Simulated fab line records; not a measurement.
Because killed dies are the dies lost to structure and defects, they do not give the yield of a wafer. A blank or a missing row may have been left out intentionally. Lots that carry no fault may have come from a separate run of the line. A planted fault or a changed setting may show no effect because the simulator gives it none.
Shared-tool check ; flow rit_cmos ; Lots sampled 15, wafers sampled 45

REASON FOR OPENING
At RIT_SDANNEAL_RS_MEAS_06 the reading PLDD_RS is flagged on 3 of 15 lots. Wafers without a fault read 178.0 ohm/sq, standard deviation 0.49.
Rule: a lot gets a flag if all its wafers with a number sit over 4 standard deviations from that mean, or if no wafer of it has a number. As for the other lots, they are considered sound.

lot;measured;on;PLDD_RS (ohm/sq), wafer by wafer;flag
L325;day 3 08:18;film_metro-03;178.3 178.9 178.3;
L326;day 3 14:56;film_metro-03;177.6 177.6 178.1;
L327;day 3 18:28;film_metro-01;177.9 177.9 178.3;
L328;day 4 01:06;film_metro-03;178.4 178.5 178.7;
L331;day 4 10:47;film_metro-03;177.0 177.5 177.4;
L332;day 4 19:35;film_metro-01;177.5 178.2 177.9;
L333;day 4 20:22;film_metro-02;179.2 178.5 178.7;
L334;day 5 03:59;film_metro-03;178.0 178.1 177.8;
L337;day 5 15:57;film_metro-02;178.0 177.8 178.2;
L338;day 6 00:10;film_metro-03;180.9 181.0 181.3;FLAGGED
L339;day 6 06:21;film_metro-03;181.3 181.5 181.3;FLAGGED
L340;day 6 14:51;film_metro-01;181.9 182.0 182.1;FLAGGED
L344;day 7 20:01;film_metro-01;177.6 177.3 178.0;
L347;day 8 03:49;film_metro-01;178.9 178.3 178.9;
L348;day 8 12:17;film_metro-02;177.6 177.3 177.9;
The mean of the flagged lots' numbers is 181.5 ohm/sq, +3.5 ohm/sq from the usual (+7 standard deviations).

WHICH TOOL RAN EACH LOT
The record keeps 1 process step preceding the reading, out of 202 steps on the route. Every cell lists first the tool, next ch and the chambers used by the sampled wafers, and last the start.
lot;flag;RIT_PLDD_IMPLANT_08
L325;;implanter-04 ch 0, day 3 01:45
L326;;implanter-02 ch 0, day 3 06:59
L327;;implanter-04 ch 0, day 3 08:59
L328;;implanter-02 ch 0, day 3 16:43
L331;;implanter-03 ch 0, day 4 03:47
L332;;implanter-03 ch 0, day 4 12:05
L333;;implanter-04 ch 0, day 4 13:41
L334;;implanter-03 ch 0, day 4 21:19
L337;;implanter-02 ch 0, day 5 08:58
L338;FLAGGED;implanter-02 ch 0, day 5 17:35
L339;FLAGGED;implanter-02 ch 0, day 5 23:38
L340;FLAGGED;implanter-02 ch 0, day 6 08:14
L344;;implanter-03 ch 0, day 7 13:21
L347;;implanter-04 ch 0, day 7 19:45
L348;;implanter-03 ch 0, day 8 05:46
These steps, and what they do:
- RIT_PLDD_IMPLANT_08
- RIT_SDANNEAL_RS_MEAS_06: measures by four-point-probe.

FLAGGED AGAINST TOTAL, ONE TOOL AT A TIME (gauges that did the reading follow at the end)
step;tool;lots run;flagged;share of the flagged lots;sound lots run after its first flagged lot
RIT_PLDD_IMPLANT_08;implanter-02;6;3;all;0
RIT_PLDD_IMPLANT_08;implanter-03;5;0;none;-
RIT_PLDD_IMPLANT_08;implanter-04;4;0;none;-
RIT_SDANNEAL_RS_MEAS_06;film_metro-01;5;1;some;2 (L344,L347)
RIT_SDANNEAL_RS_MEAS_06;film_metro-02;3;0;none;-
RIT_SDANNEAL_RS_MEAS_06;film_metro-03;7;2;some;0

WHAT IS ALLOWED BY THE TABLE
Rows of the table that ran each flagged lot: 1, that is implanter-02 at RIT_PLDD_IMPLANT_08.
- implanter-02 at RIT_PLDD_IMPLANT_08 ran 6 lots, 3 of them flagged. It ran its last sound lot, L337, at day 5 08:58 and its first flagged lot, L338, at day 5 17:35: a fault with its onset between the two fits. Its own readings (beam_energy_keV) fall more than 4 standard deviations out on all wafers of the flagged lots.
Just one tool remains: implanter-02 at RIT_PLDD_IMPLANT_08.

WHAT THE SIMULATOR HAD INSERTED
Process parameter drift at RIT_PLDD_IMPLANT_08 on implanter-02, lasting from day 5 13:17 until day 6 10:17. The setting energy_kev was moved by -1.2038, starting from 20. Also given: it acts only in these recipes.
Lots struck among those shown: L338, L339, L340. The rule given above showed the same thing.
